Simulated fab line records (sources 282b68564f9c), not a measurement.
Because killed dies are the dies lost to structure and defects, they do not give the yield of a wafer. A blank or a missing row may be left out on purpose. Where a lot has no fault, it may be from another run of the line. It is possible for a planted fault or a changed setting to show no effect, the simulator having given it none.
fab line records -- flow ritCmos
record lots=14, wafers=42, lastDay=7
route steps=202 shown NWELL@34 PWELL@48 GATE@92 NLDD@160 M1@202
lots that met no fault: taken from a fault-free run of the same line
startH: hours from the record's opening day to when the first of the lot's shown wafers began -- waitH: how many hours have passed since the lot's step before this one -- " unchanged from the row above -- L1.1+2: a single row standing in for several wafers -- - either no value or no given start -- * or withheld: withheld -- < > ~ a bound
route shown NAME@n: a module of which the file shows steps, and the number in the route of the first -- usual: mean/standard deviation taken from wafers without a fault -- same: alike in all rows -- chamber/n: place in a boat -- sites: per-site readings -- _std_site: standard deviation across them -- _edge_site: outer sites' mean less inner sites' -- radiusMm: for every site, how far away it sits from the centre of the wafer -- mask NAME#n: copy n -- behind: tool/chamber where the wafer was last shaped -- hold: why the lot went on hold/how many hours it stayed there/how the hold came to an end -- device: names the non-switching transistor (n, p or np) -- end of line: at the end of the route, the tests of the same wafers -- a step without rows: its recipe alone -- killed: count of dies lost to structure and defects at first sort (not the wafer's yield) -- map: a wafer's dies, x killed, . not, _ none there
set.NAME: the setting that was run; set.NAME@STEP: the one run at that earlier step -- model.NAME: the simulator's own value behind a step, which no gauge read
a sample of lots followed through the steps of the route, with each step as a table and each wafer as a row
services: from which hour (startH, from the record's first day; less than 0 if before it) a tool's chamber was out of use, for how many hours, and why
## steps
# step RIT_NWELL_OVL_MEAS_06
# usual NWELL_OVL=0.0/1.4
lot.wafer,tool,chamber,startH,waitH,NWELL_OVL[nm]
L954.3,overlay-01,-,20.66,-,1.2
L954.4,overlay-01,-,20.66,-,0.7
L954.5,overlay-01,-,20.66,-,2.0
L957.1,overlay-01,-,35.71,-,0.5
L957.3,overlay-01,-,35.71,-,0.4
L957.5,overlay-01,-,35.71,-,-2.0
L958.2,overlay-02,-,41.95,-,1.8
L958.4,overlay-02,-,41.95,-,-0.9
L958.5,overlay-02,-,41.95,-,0.6
L959.1,overlay-02,-,45.58,-,0.6
L959.2,overlay-02,-,45.58,-,-0.4
L959.6,overlay-02,-,45.58,-,-1.3
L961.1,overlay-02,-,55.83,-,-1.8
L961.5,overlay-02,-,55.83,-,-0.1
L961.6,overlay-02,-,55.83,-,0.0
L962.2,overlay-01,-,60.27,-,-0.7
L962.3,overlay-01,-,60.27,-,2.1
L962.4,overlay-01,-,60.27,-,1.2
L963.4,overlay-02,-,66.43,-,-3.2
L963.5,overlay-02,-,66.43,-,-1.6
L963.6,overlay-02,-,66.43,-,-2.2
L964.2,overlay-01,-,70.26,-,-0.9
L964.3,overlay-01,-,70.26,-,0.0
L964.5,overlay-01,-,70.26,-,-1.4
L965.3,overlay-01,-,75.18,-,-0.9
L965.5,overlay-01,-,75.18,-,-1.4
L965.6,overlay-01,-,75.18,-,-1.9
L968.1,overlay-01,-,91.49,-,-3.4
L968.2,overlay-01,-,91.49,-,-1.9
L968.6,overlay-01,-,91.49,-,-0.9
L969.1,overlay-01,-,95.41,-,0.2
L969.3,overlay-01,-,95.41,-,0.1
L969.6,overlay-01,-,95.41,-,0.1
L971.4,overlay-01,-,106.84,-,3.2
L971.5,overlay-01,-,106.84,-,-0.2
L971.6,overlay-01,-,106.84,-,2.7
L973.4,overlay-01,-,115.49,-,0.5
L973.5,overlay-01,-,115.49,-,-1.8
L973.6,overlay-01,-,115.49,-,-1.6
L976.4,overlay-02,-,130.95,-,0.3
L976.5,overlay-02,-,130.95,-,0.7
L976.6,overlay-02,-,130.95,-,-0.7
# step RIT_PWELL_STRIP_09
# recipe chemistry=O2, timeS=180, resist=NOVOLAK, platenTempC=withheld, powerW=500, pressureMtorr=4000, o2FlowSccm=4000
# usual drypumpMotorCurrentA=5.5/0.5
lot.wafer,tool,chamber,startH,waitH,drypumpMotorCurrentA,rfHoursCounterH
L954.3,plasmaAsher-01,1,22.83,0.1,5.2,-
L954.4,plasmaAsher-01,0,22.83,0.1,6.3,-
L954.5,plasmaAsher-01,0,22.83,0.1,6.3,-
L957.1,plasmaAsher-02,0,37.70,0.1,5.4,24
L957.3,plasmaAsher-02,0,37.70,0.1,5.4,-
L957.5,plasmaAsher-02,1,37.70,0.1,4.8,-
L958.2,plasmaAsher-01,1,44.05,0.1,5.2,41
L958.4,plasmaAsher-01,1,44.05,0.1,5.2,-
L958.5,plasmaAsher-01,0,44.05,0.1,6.3,-
L959.1,plasmaAsher-01,0,47.69,0.1,6.3,42
L959.2,plasmaAsher-01,1,47.69,0.1,5.2,42
L959.6,plasmaAsher-01,0,47.69,0.1,6.3,-
L961.1,plasmaAsher-03,0,58.05,0.1,5.5,42
L961.5,plasmaAsher-03,0,58.05,0.1,5.5,-
L961.6,plasmaAsher-03,1,58.05,0.1,6.0,-
L962.2,plasmaAsher-01,1,62.25,0.1,5.2,43
L962.3,plasmaAsher-01,1,62.25,0.1,5.2,-
L962.4,plasmaAsher-01,0,62.25,0.1,6.3,-
L963.4,plasmaAsher-02,0,68.58,0.1,5.4,-
L963.5,plasmaAsher-02,0,68.58,0.1,5.4,-
L963.6,plasmaAsher-02,1,68.58,0.1,4.8,-
L964.2,plasmaAsher-01,1,72.24,0.1,5.2,44
L964.3,plasmaAsher-01,1,72.24,0.1,5.2,-
L964.5,plasmaAsher-01,1,72.24,0.1,5.2,-
L965.3,plasmaAsher-02,1,77.23,0.1,4.8,-
L965.5,plasmaAsher-02,0,77.23,0.1,5.4,-
L965.6,plasmaAsher-02,1,77.23,0.1,4.8,-
L968.1,plasmaAsher-02,0,93.47,0.1,5.4,30
L968.2,plasmaAsher-02,1,93.47,0.1,4.8,30
L968.6,plasmaAsher-02,1,93.47,0.1,4.8,-
L969.1,plasmaAsher-03,1,97.70,0.1,6.0,46
L969.3,plasmaAsher-03,0,97.70,0.1,5.5,-
L969.6,plasmaAsher-03,1,97.70,0.1,6.0,-
L971.4,plasmaAsher-02,0,108.86,0.1,5.4,-
L971.5,plasmaAsher-02,1,108.86,0.1,4.8,-
L971.6,plasmaAsher-02,0,108.86,0.1,5.4,-
L973.4,plasmaAsher-01,0,117.90,0.1,6.3,-
L973.5,plasmaAsher-01,0,117.90,0.1,6.3,-
L973.6,plasmaAsher-01,1,117.90,0.1,5.2,-
L976.4,plasmaAsher-03,0,133.03,0.1,5.5,-
L976.5,plasmaAsher-03,0,133.03,0.1,5.5,-
L976.6,plasmaAsher-03,1,133.03,0.1,6.0,-
# step RIT_GATE_CD_MEAS_16
# recipe targetCdNm=150
# usual cdNm=149.3/2.7
lot.wafer,tool,chamber,startH,waitH,cdNm
L954.3,cdSem-01,-,36.50,-,151.9
L954.4,cdSem-01,-,36.50,-,151.9
L954.5,cdSem-01,-,36.50,-,151.5
L957.1,cdSem-02,-,51.76,-,144.6
L957.3,cdSem-02,-,51.76,-,147.5
L957.5,cdSem-02,-,51.76,-,146.6
L958.2,cdSem-01,-,58.07,-,151.9
L958.4,cdSem-01,-,58.07,-,151.3
L958.5,cdSem-01,-,58.07,-,150.7
L959.1,cdSem-02,-,61.58,-,154.2
L959.2,cdSem-02,-,61.58,-,155.3
L959.6,cdSem-02,-,61.58,-,155.6
L961.1,cdSem-01,-,71.31,-,150.7
L961.5,cdSem-01,-,71.31,-,149.4
L961.6,cdSem-01,-,71.31,-,149.8
L962.2,cdSem-01,-,76.51,-,149.4
L962.3,cdSem-01,-,76.51,-,148.7
L962.4,cdSem-01,-,76.51,-,147.5
L963.4,cdSem-01,-,83.16,-,145.8
L963.5,cdSem-01,-,83.16,-,148.0
L963.6,cdSem-01,-,83.16,-,148.6
L964.2,cdSem-01,-,86.08,-,150.5
L964.3,cdSem-01,-,86.08,-,148.4
L964.5,cdSem-01,-,86.08,-,147.5
L965.3,cdSem-01,-,91.73,-,147.9
L965.5,cdSem-01,-,91.73,-,147.9
L965.6,cdSem-01,-,91.73,-,146.6
L968.1,cdSem-01,-,106.93,-,145.9
L968.2,cdSem-01,-,106.93,-,148.0
L968.6,cdSem-01,-,106.93,-,148.4
L969.1,cdSem-02,-,111.88,-,145.8
L969.3,cdSem-02,-,111.88,-,148.7
L969.6,cdSem-02,-,111.88,-,149.7
L971.4,cdSem-01,-,122.41,-,150.1
L971.5,cdSem-01,-,122.41,-,151.4
L971.6,cdSem-01,-,122.41,-,150.9
L973.4,cdSem-02,-,131.45,-,150.9
L973.5,cdSem-02,-,131.45,-,148.7
L973.6,cdSem-02,-,131.45,-,149.9
L976.4,cdSem-01,-,146.45,-,148.7
L976.5,cdSem-01,-,146.45,-,146.6
L976.6,cdSem-01,-,146.45,-,145.8
# step RIT_SDANNEAL_RS_MEAS_07
# recipe thkMeasGauge=four-point-probe
# usual NLDD_RS=152.7/0.54
lot.wafer,tool,chamber,startH,waitH,NLDD_RS[ohm/sq]
L954.3,filmMetro-01,-,50.78,0.1,153.5
L954.4,filmMetro-01,-,50.78,0.1,153.0
L954.5,filmMetro-01,-,50.78,0.1,152.6
L957.1,filmMetro-02,-,64.70,0.1,152.5
L957.3,filmMetro-02,-,64.70,0.1,152.4
L957.5,filmMetro-02,-,64.70,0.1,152.8
L958.2,filmMetro-04,-,71.11,0.1,152.8
L958.4,filmMetro-04,-,71.11,0.1,153.2
L958.5,filmMetro-04,-,71.11,0.1,152.8
L959.1,filmMetro-04,-,75.57,0.1,152.2
L959.2,filmMetro-04,-,75.57,0.1,151.9
L959.6,filmMetro-04,-,75.57,0.1,152.2
L961.1,filmMetro-01,-,84.42,0.1,153.5
L961.5,filmMetro-01,-,84.42,0.1,153.3
L961.6,filmMetro-01,-,84.42,0.1,152.8
L962.2,filmMetro-04,-,91.45,0.1,152.5
L962.3,filmMetro-04,-,91.45,0.1,152.9
L962.4,filmMetro-04,-,91.45,0.1,152.7
L963.4,filmMetro-01,-,96.27,0.1,152.0
L963.5,filmMetro-01,-,96.27,0.1,152.2
L963.6,filmMetro-01,-,96.27,0.1,152.1
L964.2,filmMetro-02,-,99.27,0.1,151.7
L964.3,filmMetro-02,-,99.27,0.1,152.0
L964.5,filmMetro-02,-,99.27,0.1,151.6
L965.3,filmMetro-04,-,104.83,0.1,152.8
L965.5,filmMetro-04,-,104.83,0.1,151.6
L965.6,filmMetro-04,-,104.83,0.1,152.1
L968.1,filmMetro-04,-,120.34,0.1,153.4
L968.2,filmMetro-04,-,120.34,0.1,152.8
L968.6,filmMetro-04,-,120.34,0.1,153.0
L969.1,filmMetro-04,-,125.06,0.1,153.4
L969.3,filmMetro-04,-,125.06,0.1,153.3
L969.6,filmMetro-04,-,125.06,0.1,152.7
L971.4,filmMetro-04,-,135.77,0.1,152.7
L971.5,filmMetro-04,-,135.77,0.1,153.2
L971.6,filmMetro-04,-,135.77,0.1,152.8
L973.4,filmMetro-04,-,144.47,0.1,151.9
L973.5,filmMetro-04,-,144.47,0.1,152.2
L973.6,filmMetro-04,-,144.47,0.1,151.8
L976.4,filmMetro-01,-,160.02,0.1,153.0
L976.5,filmMetro-01,-,160.02,0.1,152.8
L976.6,filmMetro-01,-,160.02,0.1,152.7
# step RIT_M1_PROBE_99
# usual killedAtContacts=0.1/0.35, killedAtFrontEnd=6.6/2.7, killedDies=6.7/2.8, killedOpen=3.4/2.1, killedShort=3.3/1.8
# same grossDies=264, killed_at_M0_to_M3=0, killed_at_M4_up=0, killedAtBackSide=0, killedAtOther=0
lot.wafer,tool,chamber,startH,waitH,killedAtContacts,killedAtFrontEnd,killedDies,killedOpen,killedShort
L961.1,prober-01,-,91.45,0.1,0,10,10,7,3
L961.5,prober-01,-,91.65,0.2,0,3,3,1,2
L961.6,prober-01,-,91.70,0.2,0,8,8,2,6
L962.2,prober-02,-,98.73,0.1,0,5,5,2,3
L962.3,prober-02,-,98.78,0.2,0,7,7,5,2
L962.4,prober-02,-,98.83,0.2,0,6,6,1,5
L964.2,prober-02,-,106.46,0.1,0,3,3,1,2
L964.3,prober-02,-,106.51,0.2,0,11,11,3,8
L964.5,prober-02,-,106.61,0.2,0,3,3,2,1
L968.1,prober-02,-,128.67,0.1,0,30,30,3,2
L968.2,prober-02,-,128.72,0.1,0,8,8,4,4
L968.6,prober-02,-,128.92,0.2,0,4,4,1,3
L969.1,prober-01,-,132.20,0.1,0,8,8,3,5
L969.3,prober-01,-,132.30,0.2,0,12,12,6,6
L969.6,prober-01,-,132.45,0.2,0,7,7,4,3
L971.4,prober-01,-,143.04,0.2,0,35,35,6,3
L971.5,prober-01,-,143.09,0.2,0,6,6,4,2
L971.6,prober-01,-,143.14,0.2,0,33,33,2,1
L976.4,prober-02,-,170.04,0.2,0,2,2,1,1
L976.5,prober-02,-,170.09,0.2,0,4,4,3,1
L976.6,prober-02,-,170.14,0.2,0,11,11,8,3
# killed by level:class
L961.1 SILICIDE:geometricParticle:open=4 FOX1:geometricParticle:open=2 FOX1:geometricParticle:short=1 FOX2:geometricParticle:short=1 GATE:geometricParticle:open=1 SILICIDE:geometricParticle:short=1
L961.5 FOX1:geometricParticle:short=1 GATE:geometricParticle:open=1 SPACER:geometricParticle:short=1
L961.6 FOX1:geometricParticle:short=2 GATE:geometricParticle:short=2 FOX1:geometricParticle:open=1 REOX:geometricParticle:short=1 REOX:geometricParticle:open=1 SPACER:geometricParticle:short=1
L962.2 GATE:geometricParticle:open=1 REOX:geometricParticle:short=1 SPACER:geometricParticle:short=1 SILICIDE:geometricParticle:short=1 SILICIDE:geometricParticle:open=1
L962.3 FOX1:geometricParticle:open=3 GATE:geometricParticle:open=2 FOX1:geometricParticle:short=1 GATE:geometricParticle:short=1
L962.4 GATE:geometricParticle:short=4 GATE:geometricParticle:open=1 SILICIDE:geometricParticle:short=1
L964.2 GATE:geometricParticle:short=1 GATE:geometricParticle:open=1 REOX:geometricParticle:short=1
L964.3 SPACER:geometricParticle:short=4 GATE:geometricParticle:short=3 SPACER:geometricParticle:open=2 REOX:geometricParticle:short=1 REOX:geometricParticle:open=1
L964.5 GATE:geometricParticle:open=2 REOX:geometricParticle:short=1
L968.1 PWELL:unspecified=25 SILICIDE:geometricParticle:open=2 FOX1:geometricParticle:short=1 GATE:geometricParticle:open=1 REOX:geometricParticle:short=1
L968.2 GATE:geometricParticle:short=3 REOX:geometricParticle:open=2 FOX2:geometricParticle:short=1 GATE:geometricParticle:open=1 SILICIDE:geometricParticle:open=1
L968.6 FOX1:geometricParticle:short=1 GATE:geometricParticle:open=1 GATE:geometricParticle:short=1 SPACER:geometricParticle:short=1
L969.1 GATE:geometricParticle:short=3 FOX1:geometricParticle:open=2 FOX1:geometricParticle:short=2 REOX:geometricParticle:open=1
L969.3 GATE:geometricParticle:short=3 FOX1:geometricParticle:open=2 REOX:geometricParticle:short=2 REOX:geometricParticle:open=2 FOX2:geometricParticle:short=1 GATE:geometricParticle:open=1 SPACER:geometricParticle:open=1
L969.6 FOX1:geometricParticle:open=2 FOX1:geometricParticle:short=2 GATE:geometricParticle:open=1 REOX:geometricParticle:short=1 SILICIDE:geometricParticle:open=1
L971.4 PWELL:unspecified=26 GATE:geometricParticle:open=6 GATE:geometricParticle:short=2 REOX:geometricParticle:short=1
L971.5 GATE:geometricParticle:open=2 REOX:geometricParticle:open=1 REOX:geometricParticle:short=1 SILICIDE:geometricParticle:open=1 SILICIDE:geometricParticle:short=1
L971.6 PWELL:unspecified=30 FOX1:geometricParticle:open=1 GATE:geometricParticle:short=1 SILICIDE:geometricParticle:open=1
L976.4 GATE:geometricParticle:short=1 GATE:geometricParticle:open=1
L976.5 FOX1:geometricParticle:open=2 GATE:geometricParticle:short=1 REOX:geometricParticle:open=1
L976.6 GATE:geometricParticle:open=7 FOX1:geometricParticle:short=1 GATE:geometricParticle:short=1 REOX:geometricParticle:open=1 SILICIDE:geometricParticle:short=1
## services
tool,chamber,startH,hours,kind
plasmaAsher-02,-,29.96,0.8,repair
plasmaAsher-01,-,102.22,7.6,repair
plasmaAsher-03,-,108.75,9.0,pm
plasmaAsher-03,0,108.75,9.0,ventCycle
plasmaAsher-03,1,108.75,9.0,ventCycle
plasmaAsher-03,0,117.75,-,clean
plasmaAsher-03,1,117.75,-,clean
## key
firstSign step=RIT_M1_PROBE_99, reading=killedAtFrontEnd, direction=up, sigmas=9.6, usual=6.6, struck=32.7
effect step=RIT_M1_PROBE_99, reading=killedDies, direction=up, sigmas=9.2, usual=6.7, struck=32.7
metAt RIT_PWELL_STRIP_09
struckLots L968,L971
struckWafers L968.1,L971.4,L971.6
testerLeftOut L968,L971
notActingAt RIT_NWELL_OVL_MEAS_06,RIT_GATE_CD_MEAS_16,RIT_SDANNEAL_RS_MEAS_07
onsetBetween 77.23 93.47
fault kind=chamberParticleSource, tool=plasmaAsher-02, chamber=0, onsetH=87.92, steps=RIT_PWELL_STRIP_09, ratePerVisitCm2=0.52078, endH=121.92
# testerLeftOut: of these lots the tester's yield and bins aren't shown, on N5 and GAA mostly nor the transistor test; their killed dies are dies lost to structure and defects alone, not to doping, threshold or leakage, so they don't give the yield
